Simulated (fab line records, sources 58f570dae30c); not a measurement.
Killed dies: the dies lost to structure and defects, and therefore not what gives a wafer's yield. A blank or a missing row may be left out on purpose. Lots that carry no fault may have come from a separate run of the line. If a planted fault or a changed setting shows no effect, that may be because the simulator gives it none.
Problem report in the 8D (eight disciplines) form, filled by code | flow berkeley-cmos170 | the parts of the form that need people (team, actions taken, sign-off) are left out

## 1. THE PROBLEM
PFIELD_TW at UCB170_PFIELD_TW_MEAS_09 reads a mean of 588.8 on 6 wafers of 2 lots; wafers without a fault read 603.3 with a standard deviation of 2.5. That puts it -5.8 standard deviations away from the usual mean.
The first sign was on wafer L238.1 at day 7 19:03, on film-metro-04. Wafers with a number at this step in the record: 42, from 14 lots. Rule for "out" (also "out of limits"): further than 4 standard deviations from the usual mean. The other wafers with a number count as sound.

## 2. WHAT IT IS; WHAT IT IS NOT
question                    | is                     | is not
which readings at this step | PFIELD_TW              | -
which lots                  | L238, L240             | L225, L227, L228, L229, L231, L232, L239, L241, L242, L243, L245, L246
which wafers of those lots  | all that have a number | -
read on which gauges        | film-metro-04          | film-metro-01, film-metro-03
when                        | from day 7 19:03       | up to then (18 sound wafers); but 18 sound wafers of L239, L241, L242, L243, L245, L246 came after

## 3. WHAT RULES OUT EACH SUSPECT
Counting: a tool stays on the suspect list if, at a process step up to the reading, it processed all lots that are out and no sound lot following the first of them.
- the gauge at UCB170_PFIELD_TW_MEAS_09 is ruled out. All the wafers that are out were read on film-metro-04, but those of them that UCB170_PFIELD_IMPLANT_07 has rows for are out there too, on other tools.
- implanter-02 at UCB170_PFIELD_IMPLANT_07: kept. It processed each lot that is out, first L238 at day 7 18:48, and no sound lot thereafter; up to then, the last sound lot it processed was L229 at day 6 12:54. On those wafers its own readings are out: dose-ions-cm2.
Left after counting: implanter-02 at UCB170_PFIELD_IMPLANT_07.

## 4. THE CAUSE (what the simulator had put in)
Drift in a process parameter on implanter-02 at UCB170_PFIELD_IMPLANT_07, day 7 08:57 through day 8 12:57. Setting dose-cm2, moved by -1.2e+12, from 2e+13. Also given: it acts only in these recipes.
Only this tool survived the counting.

## 5. THE EFFECT CHAIN, in route order
Each row: a reading whose mean over the struck wafers that have a number lies more than 3 standard deviations from the usual. Readings are gone through only where the record gives a usual standard deviation; hours: the median, over the lots, of the time from a lot's start at the first step in this table giving one to that lot's start at this step; sigmas: the change measured in usual standard deviations.
hours | step                     | reading       | usual      | on struck wafers | change      | sigmas
0     | UCB170_PFIELD_IMPLANT_07 | dose-ions-cm2 | 1.9999e+13 | 1.8821e+13       | -1.1780e+12 | -49
0     | UCB170_PFIELD_TW_MEAS_09 | PFIELD_TW     | 603.3      | 588.8            | -14.5       | -5.8
Here are the process steps it includes:
- UCB170_PFIELD_IMPLANT_07
Later measuring or inspecting steps at which every struck wafer that the step has a row for has a number for every such reading, and none has moved that far: UCB170_M1_RS_MEAS_01.

## 6. WHAT WOULD HAVE CAUGHT IT SOONER
In this record the first reading out of limits at a measuring or inspecting step was taken at day 7 19:03, 10 hours after the fault began at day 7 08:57.
At UCB170_PFIELD_IMPLANT_07, the tool's own readings (dose-ions-cm2) were out on each struck wafer the step has a row for, so an alarm limit on them would have fired on the first such wafer.
L240, from the lots that are out (2), started UCB170_PFIELD_IMPLANT_07 on implanter-02 later than day 7 19:03. A hold on the tool at that time would have spared it.
